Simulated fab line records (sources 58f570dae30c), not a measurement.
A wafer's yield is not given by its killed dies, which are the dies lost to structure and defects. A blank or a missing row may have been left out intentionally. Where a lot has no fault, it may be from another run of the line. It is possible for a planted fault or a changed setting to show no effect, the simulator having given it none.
Which tool is to blame? :: flow berkeley-cmos170 :: 14 lots, 42 wafers sampled, at 4 steps of a route of 331

WHAT THE GAUGES SHOWED, per wafer
UCB170_NLDD_OVL_MEAS_07.
lot: L873
measured: day 6 22:16
on: overlay-02
NLDD_OVL (nm): 4 -2 -6

lot: L879
measured: day 7 21:30
on: overlay-02
NLDD_OVL (nm): -4 -1 5

lot: L877
measured: day 7 21:34
on: overlay-01
NLDD_OVL (nm): 1 1 -4

lot: L880
measured: day 8 05:59
on: overlay-02
NLDD_OVL (nm): 2 -4 -6

lot: L884
measured: day 8 19:49
on: overlay-02
NLDD_OVL (nm): 14 4 7

lot: L882
measured: day 8 20:02
on: overlay-01
NLDD_OVL (nm): 6 3 0

lot: L881
measured: day 8 20:22
on: overlay-01
NLDD_OVL (nm): -8 -11 2

lot: L883
measured: day 8 20:38
on: overlay-01
NLDD_OVL (nm): -1 -6 4

lot: L889
measured: day 9 22:07
on: overlay-02
NLDD_OVL (nm): -9 -15 -5

lot: L892
measured: day 10 09:19
on: overlay-02
NLDD_OVL (nm): -5 -5 1

lot: L891
measured: day 10 09:38
on: overlay-01
NLDD_OVL (nm): -9 -11 -5

lot: L893
measured: day 10 09:54
on: overlay-02
NLDD_OVL (nm): -3 -4 -10

lot: L894
measured: day 10 23:38
on: overlay-01
NLDD_OVL (nm): -3 2 2

lot: L895
measured: day 11 02:26
on: overlay-01
NLDD_OVL (nm): -1 -6 -2

UCB170_M2_THK_MEAS_03: measures by xrf.
lot: L873
measured: day 8 05:41
on: film-metro-04
M2_AL_THK (nm): 923 934 925

lot: L879
measured: day 9 02:41
on: film-metro-03
M2_AL_THK (nm): 879 894 894

lot: L877
measured: day 9 02:07
on: film-metro-02
M2_AL_THK (nm): 905 890 908

lot: L880
measured: day 9 09:58
on: film-metro-03
M2_AL_THK (nm): 908 927 914

lot: L884
measured: day 9 20:42
on: film-metro-03
M2_AL_THK (nm): 911 916 913

lot: L882
measured: day 9 20:08
on: film-metro-02
M2_AL_THK (nm): 894 916 904

lot: L881
measured: day 9 22:13
on: film-metro-02
M2_AL_THK (nm): 890 888 899

lot: L883
measured: day 10 01:05
on: film-metro-02
M2_AL_THK (nm): 918 900 899

lot: L889
measured: day 11 00:28
on: film-metro-03
M2_AL_THK (nm): 918 917 917

lot: L892
measured: day 11 12:11
on: film-metro-02
M2_AL_THK (nm): 907 900 922

lot: L891
measured: day 11 12:22
on: film-metro-02
M2_AL_THK (nm): 899 896 920

lot: L893
measured: day 11 12:20
on: film-metro-03
M2_AL_THK (nm): 908 928 928

lot: L894
measured: day 12 01:32
on: film-metro-02
M2_AL_THK (nm): 914 909 900

lot: L895
measured: day 12 01:47
on: film-metro-03
M2_AL_THK (nm): 894 896 901

UCB170_M3_CD_MEAS_15: the cd target is 700 nm.
lot: L873
measured: day 8 16:13
on: cd-sem-02
cd-nm (nm): 701.5 701.1 700.5

lot: L879
measured: day 9 10:40
on: cd-sem-02
cd-nm (nm): 699.8 699.7 699.6

lot: L877
measured: day 9 09:23
on: cd-sem-01
cd-nm (nm): 701.5 701.1 700.4

lot: L880
measured: day 9 23:35
on: cd-sem-01
cd-nm (nm): 698.9 699.8 699.7

lot: L884
measured: day 10 06:47
on: cd-sem-02
cd-nm (nm): 699.9 698.9 700.2

lot: L882
measured: day 10 06:29
on: cd-sem-01
cd-nm (nm): 699.7 698.1 697.7

lot: L881
measured: day 10 07:29
on: cd-sem-01
cd-nm (nm): 700.9 701.5 701.7

lot: L883
measured: day 10 08:55
on: cd-sem-01
cd-nm (nm): 701.2 702.0 700.3

lot: L889
measured: day 11 11:42
on: cd-sem-01
cd-nm (nm): 699.9 700.5 699.8

lot: L892
measured: day 11 21:39
on: cd-sem-01
cd-nm (nm): 701.4 702.0 700.9

lot: L891
measured: day 11 21:54
on: cd-sem-02
cd-nm (nm): 702.7 702.6 702.3

lot: L893
measured: day 11 22:19
on: cd-sem-02
cd-nm (nm): 699.6 701.1 700.5

lot: L894
measured: day 12 09:54
on: cd-sem-01
cd-nm (nm): 700.2 700.1 699.7

lot: L895
measured: day 12 09:59
on: cd-sem-02
cd-nm (nm): 699.6 699.4 700.0

WHAT TOOL EACH LOT RAN ON (gives the tool, then ch and the chambers of the sampled wafers, and finally the start)
lot: L873
UCB170_M2_PRE_CLEAN_00: pvd-sputter-04, day 8 05:25

lot: L879
UCB170_M2_PRE_CLEAN_00: pvd-sputter-04, day 9 02:24

lot: L877
UCB170_M2_PRE_CLEAN_00: pvd-sputter-04, day 9 01:51

lot: L880
UCB170_M2_PRE_CLEAN_00: pvd-sputter-04, day 9 09:41

lot: L884
UCB170_M2_PRE_CLEAN_00: pvd-sputter-01, day 9 20:25

lot: L882
UCB170_M2_PRE_CLEAN_00: pvd-sputter-04, day 9 19:52

lot: L881
UCB170_M2_PRE_CLEAN_00: pvd-sputter-04, day 9 21:56

lot: L883
UCB170_M2_PRE_CLEAN_00: pvd-sputter-04, day 10 00:49

lot: L889
UCB170_M2_PRE_CLEAN_00: pvd-sputter-04, day 11 00:11

lot: L892
UCB170_M2_PRE_CLEAN_00: pvd-sputter-04, day 11 11:55

lot: L891
UCB170_M2_PRE_CLEAN_00: pvd-sputter-03, day 11 12:04

lot: L893
UCB170_M2_PRE_CLEAN_00: pvd-sputter-01, day 11 12:02

lot: L894
UCB170_M2_PRE_CLEAN_00: pvd-sputter-01, day 12 01:16

lot: L895
UCB170_M2_PRE_CLEAN_00: pvd-sputter-03, day 12 01:30
- UCB170_M2_PRE_CLEAN_00: preclean etch time 60 s.

WHAT THE TOOLS THEMSELVES READ (means of the sampled wafers that have a number; where no wafer has one, the mark that the record gives instead)
The record holds no such reading with a usual standard deviation.

THE ANSWER, worked out from the rows above alone
Rule: usual is defined by the lots themselves. Put in order of their means at a reading, lots are off if they are a third of the lots or fewer, leave a main group of 4 or more, and stand apart from it by a gap of 3 or more times the standard deviation of the main group's means; of several such gaps the widest counts. The tables above print the reading to a certain number of digits; a main group whose means all agree to those digits is not used. A lot without any number at a reading at which 4 lots or more have one is off too. All remaining lots with rows at the step are treated as sound. First the gauges in route order, then the tools' own readings, where a lot's mean is used as printed above. The first step at which some lot is off is used, and at that step the reading that is off furthest; a lot without a number counts as furthest.
Nothing can be told from this: no lot is off at any reading shown.

WHAT HAD BEEN PUT IN BY THE SIMULATOR
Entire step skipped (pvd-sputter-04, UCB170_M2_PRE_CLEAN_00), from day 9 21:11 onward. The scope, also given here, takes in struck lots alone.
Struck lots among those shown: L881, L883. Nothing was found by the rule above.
